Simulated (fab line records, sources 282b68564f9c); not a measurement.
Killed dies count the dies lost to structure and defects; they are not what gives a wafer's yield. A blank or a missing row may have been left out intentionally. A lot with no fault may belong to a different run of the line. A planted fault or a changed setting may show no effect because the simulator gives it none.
Which tool was responsible? | flow ritCmos | 14 lots, 42 wafers sampled, at 2 steps of a route of 202

## WHAT EACH GAUGE READ, for each wafer
RIT_ACTIVE_THK_MEAS_02.
lot  | measured    | on           | ACTIVE_OXIDE_THK (nm)
L690 | day 1 12:53 | filmMetro-02 | 47.0 46.5 48.0
L691 | day 1 18:25 | filmMetro-04 | 47.1 47.4 47.4
L692 | day 1 22:03 | filmMetro-03 | 46.3 45.9 46.7
L693 | day 2 03:04 | filmMetro-03 | 48.4 47.6 48.4
L695 | day 2 14:32 | filmMetro-03 | 48.1 48.2 47.8
L702 | day 4 00:04 | filmMetro-04 | 33.6 33.3 33.8
L703 | day 4 05:03 | filmMetro-04 | 34.4 33.1 33.7
L704 | day 4 11:02 | filmMetro-04 | 44.7 45.8 45.9
L707 | day 5 01:03 | filmMetro-04 | 47.8 48.0 47.6
L708 | day 5 06:03 | filmMetro-04 | 46.6 46.4 47.2
L709 | day 5 11:04 | filmMetro-04 | 46.7 46.4 47.2
L710 | day 5 16:03 | filmMetro-04 | 46.6 46.2 46.6
L711 | day 5 21:03 | filmMetro-03 | 48.5 48.0 46.8
L713 | day 6 07:03 | filmMetro-02 | 45.8 45.7 46.0

## WHICH TOOL RAN EACH LOT (tool, then ch and the chambers of the sampled wafers, then the start)
lot  | RIT_ACTIVE_OXIDATION_01
L690 | furnace-02 ch 0, day 1 10:56
L691 | furnace-01 ch 0, day 1 16:29
L692 | furnace-04 ch 0, day 1 20:07
L693 | furnace-02 ch 0, day 2 01:07
L695 | furnace-02 ch 0, day 2 12:34
L702 | furnace-04 ch 0, day 3 22:07
L703 | furnace-04 ch 0, day 4 03:07
L704 | furnace-02 ch 0, day 4 09:06
L707 | furnace-01 ch 0, day 4 23:07
L708 | furnace-02 ch 0, day 5 04:07
L709 | furnace-02 ch 0, day 5 09:07
L710 | furnace-01 ch 0, day 5 14:07
L711 | furnace-01 ch 0, day 5 19:07
L713 | furnace-01 ch 0, day 6 05:07
- RIT_ACTIVE_OXIDATION_01: target thk 46.8 nm, ox time 3360 s.

## WHAT THE TOOLS THEMSELVES READ (means of the sampled wafers that have a number; where no wafer has one, the mark that the record gives instead)
RIT_ACTIVE_OXIDATION_01.
lot  | tool       | spikeTcCentreC (C) | spikeTcLoadC (C) | spikeTcSourceC (C) | tubeCenterTempC (C) | tube_center_temp_C_max
L690 | furnace-02 | 1002.8             | 1027             | 1020.2             | 999.94              | 1002.5
L691 | furnace-01 | 1002.2             | 1021             | 1022.6             | 999.97              | 1002.5
L692 | furnace-04 | 1001.3             | 1032             | 1025.1             | 999.94              | 1002.9
L693 | furnace-02 | 1002.2             | 1026             | 1021.1             | 999.95              | 1002.8
L695 | furnace-02 | 1002.6             | 1027             | 1020.1             | 999.93              | 1002.4
L702 | furnace-04 | 960.3              | 991              | 984.4              | 959.95              | 962.2
L703 | furnace-04 | 961.8              | 992              | 985.2              | 959.99              | 962.1
L704 | furnace-02 | 1003.5             | 1026             | 1019.6             | 999.99              | 1002.3
L707 | furnace-01 | 1001.8             | 1021             | 1023.6             | 999.97              | 1002.7
L708 | furnace-02 | 1002.7             | 1026             | 1020.6             | 1000.00             | 1002.5
L709 | furnace-02 | 1002.0             | 1026             | 1020.9             | 999.90              | 1002.7
L710 | furnace-01 | 1002.4             | 1021             | 1022.3             | 1000.04             | 1002.7
L711 | furnace-01 | 1001.8             | 1020             | 1021.8             | 1000.10             | 1002.6
L713 | furnace-01 | 1001.8             | 1021             | 1021.5             | 1000.02             | 1002.6

## THE ANSWER, worked out from the rows above alone
Rule: the usual values come from the lots themselves. The widest of any qualifying gaps counts: lots, ordered by their means at a reading, are off when they make up no more than a third of the lots, leave a main group of 4 or more, and stand apart from it by 3 or more times the standard deviation of that group's means. The tables above print the reading to a certain number of digits; a main group whose means all agree to those digits is not used. A lot without any number at a reading at which 4 lots or more have one is off too. All remaining lots with rows at the step are treated as sound. First the gauges in route order, then the tools' own readings, where a lot's mean is used as printed above. At the first step where some lot is off, the reading lying furthest off is the one used; lots without a number count as furthest.
Off: at RIT_ACTIVE_THK_MEAS_02 (ACTIVE_OXIDE_THK), L702, L703. Mean 47.0 nm and standard deviation 0.83 in the main group.
A tool fits if, at a process step before that reading, it ran every lot that is off, and no sound lot after the first of them. The gauges at RIT_ACTIVE_THK_MEAS_02 aren't tried: what is off there is off at RIT_ACTIVE_OXIDATION_01 too, on other tools, and a gauge's error can't cause that. One candidate fits, namely furnace-04 at RIT_ACTIVE_OXIDATION_01. Its last sound lot is L692 (day 1 20:07), its first lot that is off L702 (day 3 22:07): a fault that began between those two fits.
The tool's own readings at RIT_ACTIVE_OXIDATION_01 bear it out: on the lots that are off they differ by more than 5 times the standard deviation of the sound lots' means. spikeTcCentreC reads 961.0 C there against 1002.3 C on the sound lots; spikeTcLoadC reads 992 C there against 1024 C on the sound lots; spikeTcSourceC reads 984.8 C there against 1021.6 C on the sound lots; tubeCenterTempC reads 959.97 C there against 999.98 C on the sound lots; tube_center_temp_C_max reads 962.2 there against 1002.6 on the sound lots.

## WHAT THE SIMULATOR HAD INSERTED
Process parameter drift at RIT_ACTIVE_OXIDATION_01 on furnace-04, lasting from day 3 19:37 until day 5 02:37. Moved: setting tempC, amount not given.
Lots struck among those shown: L702, L703. The rule given above showed the same thing.
